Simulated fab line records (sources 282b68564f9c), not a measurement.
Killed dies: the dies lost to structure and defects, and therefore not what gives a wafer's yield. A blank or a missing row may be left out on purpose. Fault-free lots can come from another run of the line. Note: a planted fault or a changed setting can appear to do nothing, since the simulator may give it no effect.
Struck lot and sound lot, side by side || flow ritCmos || 34 out of 202 route steps
Sound: the wafers L775.1, L775.2, L775.5. Wafers L779.3, L779.4, L779.5 were the ones struck. At the end, the cause is stated.
Each step with rows lists, per side, the tool, then ch with its chambers, then its first start. Under that, the readings that differ: sound wafers || struck wafers || difference of the means || sigmas: that difference in standard deviations of wafers without a fault.
alike: same words and numbers on both sides, and readings whose means sit less than 2 such deviations apart. not compared: any withheld reading, any reading some wafer has no value for, any bound like >300 that may hide the same value, and any number with overlapping values for which the record gives no deviation.
Wherever a step has rows on one side only, a row that says differs or no value, or a row with sigmas, the two part there. Numbers that have no deviation but don't overlap get no sigmas and don't part them. A reading missing from all wafers of one side parts the sides only when that side holds two or more wafers.

first, 3 steps without rows for these wafers: RIT_PWELL_EXPOSE_03 (exposes mask M3, target cd 43700 nm); RIT_PWELL_PEB_04; RIT_PWELL_DEVELOP_05 (develop time 68 s).
RIT_PWELL_OVL_MEAS_06:
  struck on overlay-01, day 3 08:44; sound on overlay-02, day 2 11:22
{"reading": "PWELL_OVL (nm)", "sound": "-1.6 -2.1 -0.4", "struck": "2.5 1.9 2.4", "difference": "+3.6", "sigmas": "+3"}
then, 2 steps without rows for these wafers: RIT_PWELL_HARDBAKE_07 (time 120 s); RIT_PWELL_IMPLANT_08.
RIT_PWELL_STRIP_09: strips in O2, time 180 s.
  sound on plasmaAsher-01 ch 0,1, day 2 11:47; struck on plasmaAsher-04 ch 0,1, day 3 09:13
  alike: drypumpMotorCurrentA
  not compared: rfHoursCounterH
RIT_PWELL_TW_MEAS_10:
  struck on filmMetro-01, day 3 09:22; sound on filmMetro-03, day 2 11:58
  alike: PWELL_TW
then, 1 step without rows for these wafers: RIT_WELLDRIVE_ANNEAL_00 (time 14700 s).
RIT_WELLDRIVE_RS_MEAS_01: measures by four-point-probe.
  struck on filmMetro-03, day 3 14:31; sound on filmMetro-03, day 2 17:07
  alike: NWELL_RS
RIT_WELLDRIVE_RS_MEAS_02: measures by four-point-probe.
  struck on filmMetro-03, day 3 14:38; sound on filmMetro-03, day 2 17:14
  alike: PWELL_RS
then, 1 step without rows for these wafers: RIT_NRETRO_HMDS_00 (prime time 60 s).
RIT_NRETRO_COAT_01: resist thk 1300 nm.
  sound on lithoTrack-03 ch 0, day 2 17:30; struck on lithoTrack-02, day 3 14:55
  no value came back on the struck wafers for chillPlateTempC (C), dispensePressureKPa (kPa); on the sound wafers chillPlateTempC (C) reads 22.98 22.74 22.71
then, 4 steps without rows for these wafers: RIT_NRETRO_SOFTBAKE_02 (time 60 s); RIT_NRETRO_EXPOSE_03 (exposes mask M4, target cd 43900 nm); RIT_NRETRO_PEB_04; RIT_NRETRO_DEVELOP_05 (develop time 68 s).
RIT_NRETRO_OVL_MEAS_06:
  struck on overlay-01, day 3 15:44; sound on overlay-02, day 2 18:22
{"reading": "NRETRO_OVL (nm)", "sound": "0.7 -0.9 -0.6", "struck": "- - -", "difference": "no value on the struck wafers", "sigmas": ""}
then, 2 steps without rows for these wafers: RIT_NRETRO_HARDBAKE_07 (time 120 s); RIT_NRETRO_IMPLANT_08.
RIT_NRETRO_STRIP_09: strips in O2, time 180 s.
  sound on plasmaAsher-02 ch 0,1, day 2 18:48; struck on plasmaAsher-04 ch 0,1, day 3 16:13
  alike: drypumpMotorCurrentA
  not compared: rfHoursCounterH
RIT_NRETRO_TW_MEAS_10:
  struck on filmMetro-01, day 3 16:21; sound on filmMetro-02, day 2 18:59
{"reading": "NRETRO_TW", "sound": "1055 1061 1054", "struck": "1036 1032 1035", "difference": -22, "sigmas": -3}
then, 6 steps without rows for these wafers: RIT_PRETRO_HMDS_00 (prime time 60 s); RIT_PRETRO_COAT_01 (resist thk 1300 nm); RIT_PRETRO_SOFTBAKE_02 (time 60 s); RIT_PRETRO_EXPOSE_03 (exposes mask M5, target cd 43700 nm); RIT_PRETRO_PEB_04; RIT_PRETRO_DEVELOP_05 (develop time 68 s).
RIT_PRETRO_OVL_MEAS_06:
  struck on overlay-01, day 3 17:25; sound on overlay-02, day 2 20:23
{"reading": "PRETRO_OVL (nm)", "sound": "-4.2 -2.2 -4.8", "struck": "0.2 0.6 2.6", "difference": "+4.9", "sigmas": "+3"}
then, 2 steps without rows for these wafers: RIT_PRETRO_HARDBAKE_07 (time 120 s); RIT_PRETRO_IMPLANT_08.
RIT_PRETRO_STRIP_09: strips in O2, time 180 s.
  sound on plasmaAsher-03 ch 0,1, day 2 20:49; struck on plasmaAsher-01 ch 0,1, day 3 17:53
  alike: drypumpMotorCurrentA
  not compared: rfHoursCounterH
RIT_PRETRO_TW_MEAS_10:
  struck on filmMetro-01, day 3 18:02; sound on filmMetro-01, day 2 21:00
{"reading": "PRETRO_TW", "sound": "474 473 472", "struck": "1060 1063 1059", "difference": "+588", "sigmas": "+99 or more"}
then, 1 step without rows for these wafers: RIT_GATE_WET_ETCH_00 (etches SiO2 in BOE, target depth 56 nm, time 60 s).

## WHERE THEY PART
Last at RIT_PRETRO_TW_MEAS_10 as far as this record goes, first at RIT_PWELL_OVL_MEAS_06.

WHY: what had been put in by the simulator
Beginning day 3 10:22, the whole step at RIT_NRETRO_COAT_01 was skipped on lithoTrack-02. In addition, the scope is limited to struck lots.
